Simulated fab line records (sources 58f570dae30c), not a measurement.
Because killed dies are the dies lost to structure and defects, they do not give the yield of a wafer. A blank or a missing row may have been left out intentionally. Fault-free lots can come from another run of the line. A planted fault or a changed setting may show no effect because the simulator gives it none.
Chamber matching | flow berkeleyCmos170 | UCB170_V1_CMP_02 on cmp-01: 4 sister chambers
The step polishes SiO2. 4 wafers are shown with their chamber, then 7 later ones without.

## WAFERS WITH THEIR CHAMBER
wafer  | chamber | motorCurrentA (A)
L871.2 | 2       | 16.7
L871.3 | 3       | 15.5
L873.3 | 1       | 15.4
L873.4 | 0       | 17.3

## WAFERS MISSING THEIR CHAMBER
wafer  | motorCurrentA (A)
L873.6 | 15.4
L872.1 | 18.2
L872.3 | 14.3
L872.6 | 17.6
L877.1 | 14.9
L877.2 | 17.5
L877.5 | 18.7

## WHICH CHAMBER EACH WENT THROUGH
wafer  | from the rows above          | in truth
L873.6 | can't be placed: 1 or 3 or 2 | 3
L872.1 | can't be placed: 0 or 2      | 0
L872.3 | can't be placed: 1 or 3 or 2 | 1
L872.6 | can't be placed: 0 or 2      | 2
L877.1 | can't be placed: 1 or 3 or 2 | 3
L877.2 | can't be placed: 0 or 2      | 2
L877.5 | can't be placed: 0 or 2      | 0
0 of 7 placed correctly. From these rows, 7 cannot be placed; in 7 the true chamber is one of the candidates. Placed wrongly: 0.
How it was worked out, from the rows above alone: a wafer's distance from a chamber is the root of the sum, over the readings, of the square of ((its reading less the chamber's mean) divided by the reading's scatter). The wafer belongs to the nearest chamber; if the next one is less than 2 further off, it can't be placed. For every chamber, the mean is computed from those of its wafers that are shown. The scatter: with one shown wafer a chamber, the root of the mean of the squares of how far each hidden wafer lies from its nearest shown one.
